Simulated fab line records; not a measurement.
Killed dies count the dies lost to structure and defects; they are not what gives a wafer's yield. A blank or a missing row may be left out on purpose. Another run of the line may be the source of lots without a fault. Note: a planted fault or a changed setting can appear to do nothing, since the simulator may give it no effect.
fab line records + flow rit-cmos
record
- lots=15
- wafers=45
- last-day=7
route steps=202 shown FOX1@22 M1@202
lots untouched by any fault: they come from a run of this same line in which no faults occurred
start-h: the number of hours between the record's first day and the start of the first shown wafer of the lot + wait-h: hours from the lot's prior step to this one + " unchanged from the row above + L1.1+2: several wafers, shown together as one row + - no value present, or no start provided + * or withheld: withheld + < > ~ a bound
route shown NAME@n: a module of which the file shows steps, and the number in the route of the first + usual: the fault-free wafers' mean and standard deviation + same: alike in all rows + chamber/n: place in a boat + sites: the reading at each site + _std_site: standard deviation across them + _edge_site: the outer-site mean with the inner-site mean subtracted + radius-mm: how far each site lies from the wafer's centre + mask NAME#n: copy n + behind: the most recent tool/chamber to have shaped the wafer + hold: the reason the lot was held/the length of the hold in hours/how it ended + device: the transistor (n, p or np) that didn't switch + end of line: the route-end tests of the same wafers + where a step has no rows: the recipe by itself + killed: dies that structure and defects cost at the first sort, which is not the same as the wafer's yield + map: the dies of a wafer, with x for killed, . for not killed, _ for no die there
set.NAME: the run value of the setting; set.NAME@STEP: its run value at that earlier step + model.NAME: the simulator's own value behind a step, which no gauge read
route steps across a sampled set of lots; one table per step, one row per wafer
## steps
# step RIT_FOX1_WET_ETCH_02
# recipe
- chemistry=BOE
- target-depth-nm=350
- time-s=390
- temp-c=21.5
- dry=n2-spin
- dilution=10:1
- target=SiO2
# usual
- run-length-s=417.3/2.9
| lot.wafer | tool         | chamber | start-h | wait-h | run-length-s |
|-----------|--------------|---------|---------|--------|--------------|
| L507.1    | wet-bench-04 | 2       | 18.13   | 0.1    | 415.0        |
| L507.2    | "            | 2       | "       | "      | 415.0        |
| L507.5    | "            | 2       | "       | "      | 415.0        |
| L508.1    | wet-bench-02 | 1       | 22.00   | 0.1    | 422.8        |
| L508.3    | "            | 1       | "       | "      | 422.8        |
| L508.6    | "            | 1       | "       | "      | 422.8        |
| L509.1    | wet-bench-04 | 1       | 27.10   | 0.1    | 417.9        |
| L509.3    | "            | 1       | "       | "      | 417.9        |
| L509.5    | "            | 1       | "       | "      | 417.9        |
| L512.2    | wet-bench-04 | 2       | 42.00   | 0.0    | 390.5        |
| L512.3    | "            | 2       | "       | "      | 390.5        |
| L512.4    | "            | 2       | "       | "      | 390.5        |
| L513.2    | wet-bench-04 | 1       | 47.50   | 0.0    | 392.7        |
| L513.4    | "            | 1       | "       | "      | 392.7        |
| L513.5    | "            | 1       | "       | "      | 392.7        |
| L514.1    | wet-bench-02 | 1       | 51.89   | 0.1    | 416.3        |
| L514.2    | "            | 1       | "       | "      | 416.3        |
| L514.3    | "            | 1       | "       | "      | 416.3        |
| L515.1    | wet-bench-04 | 1       | 58.43   | 0.1    | 391.3        |
| L515.2    | "            | 1       | "       | "      | 391.3        |
| L515.3    | "            | 1       | "       | "      | 391.3        |
| L520.4    | wet-bench-03 | 1       | 82.38   | 0.0    | 415.1        |
| L520.5    | "            | 1       | "       | "      | 415.1        |
| L520.6    | "            | 1       | "       | "      | 415.1        |
| L521.1    | wet-bench-02 | 0       | 87.00   | 0.1    | 416.6        |
| L521.2    | "            | 0       | "       | "      | 416.6        |
| L521.3    | "            | 0       | "       | "      | 416.6        |
| L523.2    | wet-bench-02 | 3       | 96.90   | 0.0    | 424.2        |
| L523.3    | "            | 3       | "       | "      | 424.2        |
| L523.4    | "            | 3       | "       | "      | 424.2        |
| L526.1    | wet-bench-02 | 3       | 112.00  | 0.1    | 416.7        |
| L526.2    | "            | 3       | "       | "      | 416.7        |
| L526.4    | "            | 3       | "       | "      | 416.7        |
| L527.1    | wet-bench-02 | 0       | 117.61  | 0.1    | 416.4        |
| L527.4    | "            | 0       | "       | "      | 416.4        |
| L527.5    | "            | 0       | "       | "      | 416.4        |
| L528.1    | wet-bench-03 | 1       | 121.88  | 0.1    | 415.3        |
| L528.3    | "            | 1       | "       | "      | 415.3        |
| L528.6    | "            | 1       | "       | "      | 415.3        |
| L529.1    | wet-bench-02 | 2       | 126.88  | 0.1    | 415.5        |
| L529.4    | "            | 2       | "       | "      | 415.5        |
| L529.6    | "            | 2       | "       | "      | 415.5        |
| L530.2    | wet-bench-02 | 3       | 132.24  | 0.0    | 416.6        |
| L530.4    | "            | 3       | "       | "      | 416.6        |
| L530.6    | "            | 3       | "       | "      | 416.6        |
# step RIT_M1_PROBE_99
# usual
- killed-at-contacts=0.1/0.26
- killed-at-front-end=7.5/2.8
- killed-dies=7.6/2.8
- killed-open=3.9/2.1
- killed-short=3.7/1.7
# same
- gross-dies=264
- killed_at_M0_to_M3=0
- killed_at_M4_up=0
- killed-at-back-side=0
- killed-at-other=0
| lot.wafer | tool      | chamber | start-h | wait-h | killed-at-contacts | killed-at-front-end | killed-dies | killed-open | killed-short |
|-----------|-----------|---------|---------|--------|--------------------|---------------------|-------------|-------------|--------------|
| L512.2    | prober-02 | -       | 81.57   | 0.1    | 0                  | 6                   | 6           | 4           | 2            |
| L512.3    | prober-02 | -       | 81.62   | 0.2    | 0                  | 12                  | 12          | 8           | 4            |
| L512.4    | prober-02 | -       | 81.67   | 0.2    | 0                  | 7                   | 7           | 4           | 3            |
# killed by level:class
L512.2 FOX1:geometric-particle:open=3 GATE:geometric-particle:short=1 GATE:geometric-particle:open=1 SILICIDE:geometric-particle:short=1
L512.3 GATE:geometric-particle:open=5 GATE:geometric-particle:short=4 FOX1:geometric-particle:open=1 REOX:geometric-particle:open=1 SPACER:geometric-particle:open=1
L512.4 REOX:geometric-particle:open=3 FOX1:geometric-particle:short=1 FOX1:geometric-particle:open=1 SPACER:geometric-particle:short=1 SILICIDE:geometric-particle:short=1
## key
first-sign
- step=RIT_FOX1_WET_ETCH_02
- reading=run-length-s
- direction=down
- sigmas=8.8
- usual=*
- struck=*
effect none on later readings
met-at RIT_FOX1_WET_ETCH_02
struck-lots L512,L513,L515
tester-left-out L512,L513,L515
onset-between 27.10 42.00
fault
- kind=process-parameter-drift
- tool=wet-bench-04
- chamber=-
- onset-h=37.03
- steps=RIT_FOX1_WET_ETCH_02
- channel=time-s
- offset=*
- shape=step
- end-h=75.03
- acts-in=*
- stated=*
# tester-left-out: of these lots the tester's yield and bins aren't shown, on N5 and GAA mostly nor the transistor test; their killed dies are dies lost to structure and defects alone, not to doping, threshold or leakage, so they don't give the yield
